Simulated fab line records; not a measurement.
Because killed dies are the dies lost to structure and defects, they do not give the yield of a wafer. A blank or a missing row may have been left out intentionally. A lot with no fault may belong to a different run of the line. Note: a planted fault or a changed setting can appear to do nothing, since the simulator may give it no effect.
Problem report in the 8D (eight disciplines) form, filled by code | flow berkeleyCmos170 | the parts of the form that need people (team, actions taken, sign-off) are left out

1. THE ISSUE
Mean of cdNm at UCB170_ACTIVE_CD_MEAS_13: 1176.4 nm across 9 wafers in 3 lots; on wafers with no fault it is 1200.0 nm (standard deviation 1.4). That puts it -17 standard deviations away from the usual mean.
The step: target cd 1200 nm.
First seen on wafer L791.1, day 7 10:10, on cdSem-01. The record has a number at this step for 45 wafers belonging to 15 lots. By rule, "out" or "out of limits" means more than 4 standard deviations away from the usual mean. All remaining wafers that have a number are taken as sound.

2. WHAT IT IS; WHAT IT IS NOT
question                    | is                     | is not
which readings at this step | cdNm                   | -
which lots                  | L791, L794, L799       | L777, L779, L780, L781, L783, L784, L785, L786, L788, L790, L792, L800
which wafers of those lots  | all that have a number | -
read on which gauges        | cdSem-01, cdSem-02     | -
when                        | from day 7 10:10       | up to then (30 sound wafers); but 6 sound wafers of L792, L800 came after

3. WHAT RULES OUT EACH SUSPECT
Counting: a tool at any process step up to the reading remains a suspect when it ran all the lots that are out and ran no sound lot after the first of those.
- the gauge at UCB170_ACTIVE_CD_MEAS_13 has been ruled out. The wafers that are out were read on 2 gauges (cdSem-01, cdSem-02).
- krfScanner-01 at UCB170_ACTIVE_EXPOSE_10 (exposes mask ACTIVE, target cd 1200 nm): kept. It processed each lot that is out, first L791 at day 7 09:15, and no sound lot thereafter; up to then, the last sound lot it processed was L788 at day 6 19:50. Its own readings are out on those wafers: exposureDoseMJCm2.
The count leaves krfScanner-01 at UCB170_ACTIVE_EXPOSE_10.

4. THE CAUSE (what the simulator had put in)
Process parameters drifting: krfScanner-01 at UCB170_ACTIVE_EXPOSE_10, beginning at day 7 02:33. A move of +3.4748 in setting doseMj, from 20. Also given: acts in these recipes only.
Counting left only this tool.

5. THE CHAIN OF EFFECTS, in route order
One row per reading whose mean, taken over the struck wafers that have a number, lies over 3 standard deviations from the usual. Only readings whose record carries a usual standard deviation are examined. hours: median over the lots of the time between each lot's start at the first step of this table that gives one and its start at this step. sigmas: the change, counted in usual standard deviations.
hours | step                     | reading           | usual     | on struck wafers | change | sigmas
0     | UCB170_ACTIVE_EXPOSE_10  | exposureDoseMJCm2 | 20.061    | 22.928           | +2.867 | +99 or more
1     | UCB170_ACTIVE_CD_MEAS_13 | cdNm              | 1200.0 nm | 1176.4           | -23.6  | -17
Its process steps:
- UCB170_ACTIVE_EXPOSE_10: exposes mask ACTIVE, target cd 1200 nm.
Later steps that measure or inspect, where all struck wafers having a row at the step show a number for every such reading and not one has moved that far: UCB170_GATE_CD_MEAS_12, UCB170_NLDD_TW_MEAS_11.

6. HOW IT WOULD HAVE BEEN CAUGHT EARLIER
Counted from the fault's start at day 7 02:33, it took 8 hours until the first out-of-limits reading at a measuring or inspecting step in this record, taken at day 7 10:10.
The tool's own readings at UCB170_ACTIVE_EXPOSE_10 were out on every struck wafer that the step has a row for (exposureDoseMJCm2): an alarm limit on them would have fired on the first of those.
L794, L799, from the lots that are out (3), started UCB170_ACTIVE_EXPOSE_10 on krfScanner-01 later than day 7 10:10. A hold on the tool at that time would have spared those 2.
